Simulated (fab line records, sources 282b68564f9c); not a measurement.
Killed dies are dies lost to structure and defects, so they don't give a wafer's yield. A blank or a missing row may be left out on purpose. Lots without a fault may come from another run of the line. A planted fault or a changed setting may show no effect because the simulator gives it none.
fab line records | flow rit_cmos
record lots=6 wafers=18 last_day=6
route steps=202 shown PRETRO@69 GATE@75 FOX2@80 M1@202
lots that met no fault: from a run of the same line without faults
start_h: hours from the record's first day to the start of the lot's first wafer shown | wait_h: hours since the lot's step before | " the same as in the row above | L1.1+2: a row that stands for several wafers | - no value, or no start given | * or withheld: withheld | < > ~ a bound
route shown NAME@n: a module of which the file shows steps, and the number in the route of the first | usual: mean/standard deviation of fault-free wafers | same: alike in all rows | chamber/n: place in a boat | sites: the reading at each site | _std_site: their standard deviation | _edge_site: outer sites' mean less inner sites' | radius_mm: how far each site lies from the wafer's centre | mask NAME#n: copy n | behind: the tool/chamber that last shaped the wafer | hold: why the lot was held/for how many hours/how that ended | device: the transistor (n, p or np) that didn't switch | end of line: the same wafers' tests at the end of the route | a step without rows: its recipe alone | killed: dies lost to structure and defects at the first sort, not the wafer's yield | map: a wafer's dies, x killed, . not, _ none there
set.NAME: the setting as run; set.NAME@STEP: as run at that earlier step | model.NAME: the simulator's own value behind a step, which no gauge read
lots at some steps of the route; a table a step, a row a wafer
services: from which hour (start_h, from the record's first day; less than 0 if before it) a tool's chamber was out of use, for how many hours, and why
## steps
# step RIT_PRETRO_DEVELOP_05
# recipe resist=NOVOLAK develop_time_s=68 dev_temp_c=23
# step RIT_PRETRO_OVL_MEAS_06
# usual PRETRO_OVL=-0.4/1.3
# columns lot.wafer tool chamber start_h wait_h PRETRO_OVL[nm]
L175.1 overlay-02 - 33.10 - -2.0
L175.4 " - " " -0.7
L175.5 " - " " -1.6
L177.2 overlay-01 - 46.29 - -2.3
L177.5 " - " " -1.0
L177.6 " - " " -1.5
L183.2 overlay-01 - 72.29 - -0.7
L183.4 " - " " 0.6
L183.6 " - " " 0.4
L187.1 overlay-01 - 91.95 - -0.1
L187.4 " - " " 0.7
L187.6 " - " " -0.8
L189.4 overlay-01 - 100.89 - -0.5
L189.5 " - " " 0.4
L189.6 " - " " -1.5
L190.2 overlay-02 - 106.81 - -2.2
L190.4 " - " " -3.1
L190.6 " - " " -3.1
# step RIT_PRETRO_HARDBAKE_07
# recipe resist=NOVOLAK temp_c=140 time_s=120
# step RIT_PRETRO_IMPLANT_08
# recipe species=B energy_kev=45 dose_cm2=1.2e+13 tilt_deg=7
# step RIT_PRETRO_STRIP_09
# recipe chemistry=O2 time_s=180 resist=NOVOLAK platen_temp_c=withheld power_w=500 pressure_mtorr=4000 o2_flow_sccm=4000
# usual drypump_motor_current_A=5.8/0.62
# columns lot.wafer tool chamber start_h wait_h drypump_motor_current_A rf_hours_counter_h
L175.1 plasma_asher-02 1 33.54 0.1 5.0 38
L175.4 " 1 " " 5.0 -
L175.5 " 1 " " 5.0 -
L177.2 plasma_asher-02 0 46.72 0.1 5.3 39
L177.5 " 1 " " 5.0 -
L177.6 " 0 " " 5.3 -
L183.2 plasma_asher-01 1 72.72 0.1 6.4 42
L183.4 " 0 " " 6.3 -
L183.6 " 0 " " 6.3 -
L187.1 plasma_asher-02 1 92.38 0.1 5.0 44
L187.4 " 0 " " 5.3 -
L187.6 " 0 " " 5.3 -
L189.4 plasma_asher-02 0 101.36 0.1 5.3 -
L189.5 " 0 " " 5.3 -
L189.6 " 1 " " 5.0 -
L190.2 plasma_asher-04 1 107.24 0.1 5.7 32
L190.4 " 0 " " 6.6 -
L190.6 " 1 " " 5.7 -
# step RIT_PRETRO_TW_MEAS_10
# usual PRETRO_TW=476/3.1
# columns lot.wafer tool chamber start_h wait_h PRETRO_TW
L175.1 film_metro-01 - 33.72 0.1 473
L175.4 " - " " 476
L175.5 " - " " 478
L177.2 film_metro-01 - 46.90 0.1 474
L177.5 " - " " 474
L177.6 " - " " 476
L183.2 film_metro-01 - 72.91 0.1 478
L183.4 " - " " 475
L183.6 " - " " 476
L187.1 film_metro-01 - 92.56 0.1 473
L187.4 " - " " 473
L187.6 " - " " 475
L189.4 film_metro-03 - 101.51 0.1 467
L189.5 " - " " 469
L189.6 " - " " 472
L190.2 film_metro-04 - 107.42 0.1 475
L190.4 " - " " 478
L190.6 " - " " 481
# step RIT_GATE_WET_ETCH_00
# recipe chemistry=BOE target=SiO2 target_depth_nm=56 time_s=60 dry=n2_spin dilution=10:1 temp_c=21.5
# step RIT_GATE_CLEAN_01
# recipe chemistry=SC1 mix=3:3:50 time_s=600 temp_c=75
# step RIT_GATE_CLEAN_02
# recipe chemistry=dHF dilution=50:1 time_s=30
# step RIT_GATE_CLEAN_03
# recipe chemistry=SC2 mix=3:3:50 time_s=600 temp_c=75 dry=n2_spin
# step RIT_GATE_CLEAN_04
# recipe chemistry=dHF dilution=50:1 time_s=60 dry=n2_spin
# step RIT_FOX2_THK_MEAS_91
# recipe reads=SiO2_of_FOX2_OXIDATION_00
# usual FIELD_OXIDE_LEFT_2_THK=253/6
# columns lot.wafer tool chamber start_h wait_h FIELD_OXIDE_LEFT_2_THK[nm]
L175.1 film_metro-04 - 34.21 0.0 256
L175.4 " - " " 256
L175.5 " - " " 250
L177.2 film_metro-01 - 47.38 0.0 253
L177.5 " - " " 249
L177.6 " - " " 247
L183.2 film_metro-04 - 73.38 0.0 254
L183.4 " - " " 253
L183.6 " - " " 250
L187.1 film_metro-04 - 93.10 0.0 257
L187.4 " - " " 259
L187.6 " - " " 254
L189.4 film_metro-02 - 102.02 0.0 244
L189.5 " - " " 240
L189.6 " - " " 241
L190.2 film_metro-01 - 107.94 0.0 252
L190.4 " - " " 248
L190.6 " - " " 256
# step RIT_GATE_OXIDATION_05
# recipe temp_c=900 ambient=O2 target_thk_a=30 ox_time_s=270
# usual ox_temp_c=899.9/0.45 ox_time_s=270/0 tube_center_temp_C=900/0.081
# columns lot.wafer tool chamber start_h wait_h ox_temp_c ox_time_s tube_center_temp_C model.SiO2_of_GATE_OXIDATION_05.thk_nm
L175.1 furnace-02 0 38.43 4.2 900.1 270 900 2.993
L175.4 " 0 " " 900.5 270 900.1 2.979
L175.5 " 0 " " 900.1 270 899.91 3.006
L177.2 furnace-01 0 50.94 3.6 900.0 270 900.05 2.993
L177.5 " 0 " " 899.9 270 900.09 2.969
L177.6 " 0 " " 899.6 270 900.08 2.951
L183.2 furnace-01 0 73.43 0.0 898.9 237.6 900 2.768
L183.4 " 0 " " 900.0 237.6 899.99 2.788
L183.6 " 0 " " 899.4 237.6 900.02 2.795
L187.1 furnace-01 0 93.80 0.7 900.0 237.6 900.09 2.63
L187.4 " 0 " " 899.4 237.6 900.07 2.649
L187.6 " 0 " " 899.7 237.6 900.09 2.686
L189.4 furnace-02 0 102.05 0.0 899.6 270 900.08 2.857
L189.5 " 0 " " 899.5 270 900.15 2.889
L189.6 " 0 " " 900.5 270 899.91 2.89
L190.2 furnace-02 0 108.90 0.9 900.1 270 900.21 3.024
L190.4 " 0 " " 899.9 270 900 2.99
L190.6 " 0 " " 900.2 270 899.97 3.022
# step RIT_GATE_ANNEAL_06
# recipe temp_c=900 time_s=600 ambient=N2O
# step RIT_GATE_THK_MEAS_07
# recipe reads=SiO2_of_GATE_OXIDATION_05
# usual GATE_OXIDE_THK=2.99/0.073
# columns lot.wafer tool chamber start_h wait_h GATE_OXIDE_THK[nm]
L175.1 film_metro-04 - 39.76 0.0 3.05
L175.4 " - " " 3.03
L175.5 " - " " 3.02
L177.2 film_metro-02 - 53.37 0.0 2.92
L177.5 " - " " 3.00
L177.6 " - " " 2.95
L183.2 film_metro-01 - 75.48 0.0 2.74
L183.4 " - " " 2.79
L183.6 " - " " 2.81
L187.1 film_metro-04 - 95.12 0.0 2.62
L187.4 " - " " 2.64
L187.6 " - " " 2.74
L189.4 film_metro-02 - 103.41 0.0 2.87
L189.5 " - " " 2.87
L189.6 " - " " 2.84
L190.2 film_metro-04 - 110.23 0.0 3.01
L190.4 " - " " 3.02
L190.6 " - " " 3.02
# step RIT_GATE_CVD_08
# recipe material=poly-Si target_thk_nm=250 temp_c=610 precursor=SiH4 time_s=2220 pressure_mtorr=300 sih4_flow_sccm=100
# step RIT_M1_PROBE_99
# usual killed_at_M0_to_M3=0.0/0.14 killed_at_front_end=7/3 killed_dies=8/3 killed_open=3.7/2 killed_short=3.8/2.1
# same gross_dies=264 killed_at_M4_up=0 killed_at_back_side=0 killed_at_contacts=0 killed_at_other=0
# columns lot.wafer tool chamber start_h wait_h killed_at_M0_to_M3 killed_at_front_end killed_dies killed_open killed_short model.etest.pmos_0p3.r_on_ohm_um model.etest.nmos_0p3.r_on_ohm_um model.etest.nmos_0p15.drive_ua_um model.etest.nmos_narrow.drive_ua_um model.etest.nmos_0p3.drive_ua_um model.etest.pmos_0p15.drive_ua_um model.etest.pmos_turned.drive_ua_um model.etest.pmos_0p3.drive_ua_um
L175.1 prober-01 - 64.45 0.1 0 6 6 1 5 6129 2111 474.4 232.3 234.2 259.3 192 102.1
L175.4 prober-01 - 64.60 0.2 0 2 2 0 2 6142 2084 489.9 235.6 237.3 270.6 202.8 105.2
L175.5 prober-01 - 64.65 0.2 0 8 8 6 2 6153 2108 475.5 235.2 235.8 262.3 195.7 102.7
L177.2 prober-01 - 77.13 0.1 0 3 3 0 3 6292 2143 492.1 222.8 225.4 260.6 193.3 101.5
L177.5 prober-01 - 77.28 0.2 0 15 15 8 7 6322 2108 487.3 227.3 227.1 259 186.6 101.3
L177.6 prober-01 - 77.33 0.2 0 10 10 4 6 6193 2117 507 232 232.4 269.2 200.2 104.3
L183.2 prober-01 - 98.55 0.1 0 7 7 3 4 5688 2070 494.6 249.4 249.1 289.2 209.1 115.4
L183.4 prober-01 - 98.65 0.2 0 9 9 5 4 5834 2078 489.5 249.7 244.7 279.5 208.2 112.9
L183.6 prober-01 - 98.75 0.2 0 8 8 3 5 5710 2018 492.1 243.8 243.5 283.4 213.1 114.6
L187.1 prober-01 - 118.25 0.1 0 8 8 4 4 5563 1927 540.4 263.6 262.8 296.4 216.8 120.5
L187.4 prober-01 - 118.40 0.2 0 11 11 6 5 5562 1931 546.5 260.5 265.7 299.6 216.9 120.4
L187.6 prober-01 - 118.50 0.2 0 17 17 7 10 5631 1960 554.1 261.5 262.1 304.7 216.8 119.7
L189.4 prober-01 - 126.12 0.2 0 5 5 4 1 6158 2147 474.6 246.1 243.2 258.5 194 107.3
L189.5 prober-01 - 126.17 0.2 0 5 5 4 1 6143 2108 492.9 245.5 241.5 266.9 197.6 106.5
L189.6 prober-01 - 126.22 0.2 1 3 4 2 1 6122 2104 485.3 242.6 236.7 263.1 195.3 105.9
L190.2 prober-02 - 133.87 0.1 0 8 8 3 5 6417 2230 474.7 227.8 225.6 257.4 184.1 99.17
L190.4 prober-02 - 133.97 0.2 0 5 5 3 2 6279 2157 485.9 233.3 232.3 264.6 191.7 101.6
L190.6 prober-02 - 134.07 0.2 0 2 2 0 2 6250 2142 491.2 228.3 226.4 264.9 190.9 99.96
# killed by level:class
L175.1 SPACER:geometric_particle:short=2 SILICIDE:geometric_particle:short=2 FOX1:geometric_particle:short=1 SPACER:geometric_particle:open=1
L175.4 FOX1:geometric_particle:short=1 REOX:geometric_particle:short=1
L175.5 FOX1:geometric_particle:open=2 GATE:geometric_particle:open=2 FOX2:geometric_particle:open=1 GATE:geometric_particle:short=1 REOX:geometric_particle:open=1 SPACER:geometric_particle:short=1
L177.2 GATE:geometric_particle:short=1 SPACER:geometric_particle:short=1 SILICIDE:geometric_particle:short=1
L177.5 GATE:geometric_particle:open=4 SPACER:geometric_particle:short=3 REOX:geometric_particle:short=2 SPACER:geometric_particle:open=2 FOX2:geometric_particle:short=1 REOX:geometric_particle:open=1 SILICIDE:geometric_particle:open=1 SILICIDE:geometric_particle:short=1
L177.6 GATE:geometric_particle:short=3 REOX:geometric_particle:open=3 FOX1:geometric_particle:short=1 FOX2:geometric_particle:short=1 SPACER:geometric_particle:short=1 SPACER:geometric_particle:open=1
L183.2 SPACER:geometric_particle:short=2 FOX1:geometric_particle:open=1 GATE:geometric_particle:short=1 GATE:geometric_particle:open=1 REOX:geometric_particle:short=1 SPACER:geometric_particle:open=1
L183.4 GATE:geometric_particle:open=3 REOX:geometric_particle:short=2 FOX1:geometric_particle:short=1 FOX1:geometric_particle:open=1 GATE:geometric_particle:short=1 REOX:geometric_particle:open=1
L183.6 GATE:geometric_particle:short=4 FOX1:geometric_particle:open=2 SILICIDE:geometric_particle:open=1 SILICIDE:geometric_particle:short=1
L187.1 GATE:geometric_particle:short=2 REOX:geometric_particle:open=2 FOX2:geometric_particle:short=1 GATE:geometric_particle:open=1 SPACER:geometric_particle:short=1 SPACER:geometric_particle:open=1
L187.4 GATE:geometric_particle:short=3 REOX:geometric_particle:open=3 GATE:geometric_particle:open=2 REOX:geometric_particle:short=2 FOX2:geometric_particle:open=1
L187.6 GATE:geometric_particle:open=3 REOX:geometric_particle:open=3 REOX:geometric_particle:short=3 FOX2:geometric_particle:short=2 GATE:geometric_particle:short=2 SPACER:geometric_particle:short=2 FOX1:geometric_particle:short=1 FOX2:geometric_particle:open=1
L189.4 SPACER:geometric_particle:open=2 FOX1:geometric_particle:short=1 FOX1:geometric_particle:open=1 GATE:geometric_particle:open=1
L189.5 FOX1:geometric_particle:open=3 REOX:geometric_particle:short=1 SPACER:geometric_particle:open=1
L189.6 GATE:geometric_particle:short=1 GATE:geometric_particle:open=1 SPACER:geometric_particle:open=1 M1:coat_microbubble_printed=1
L190.2 GATE:geometric_particle:short=3 GATE:geometric_particle:open=2 REOX:geometric_particle:short=2 SILICIDE:geometric_particle:open=1
L190.4 GATE:geometric_particle:short=1 GATE:geometric_particle:open=1 REOX:geometric_particle:open=1 SPACER:geometric_particle:open=1 SPACER:geometric_particle:short=1
L190.6 GATE:geometric_particle:short=1 SPACER:geometric_particle:short=1
## services
# columns tool chamber start_h hours kind
furnace-02 - 25.12 3.0 pm
furnace-01 - 32.21 3.5 pm
furnace-01 - 35.69 2.8 pm
furnace-02 - 39.51 3.1 pm
plasma_asher-01 - 108.75 9.0 pm
plasma_asher-01 0 108.75 9.0 vent_cycle
plasma_asher-01 1 108.75 9.0 vent_cycle
## key
first_sign step=RIT_GATE_OXIDATION_05 reading=ox_time_s direction=down sigmas=99+ usual=* struck=*
effect step=RIT_GATE_THK_MEAS_07 reading=GATE_OXIDE_THK direction=down sigmas=3.7 usual=2.99 struck=2.72
model_effect step=RIT_GATE_OXIDATION_05 value=SiO2_of_GATE_OXIDATION_05.thk_nm without=3.008 struck=2.719
model_effect step=RIT_M1_PROBE_99 value=etest.pmos_0p3.r_on_ohm_um without=6131 struck=5665
met_at RIT_GATE_OXIDATION_05
struck_wafers L183.2,L183.4,L183.6,L187.1,L187.4,L187.6
tester_left_out L183,L187
onset_between 50.94 73.43
fault kind=process_parameter_drift tool=furnace-01 chamber=- onset_h=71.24 steps=RIT_GATE_OXIDATION_05 channel=ox_time_s offset=* shape=step end_h=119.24 acts_in=* stated=*
# tester_left_out: of these lots the tester's yield and bins aren't shown, on N5 and GAA mostly nor the transistor test; their killed dies are dies lost to structure and defects alone, not to doping, threshold or leakage, so they don't give the yield
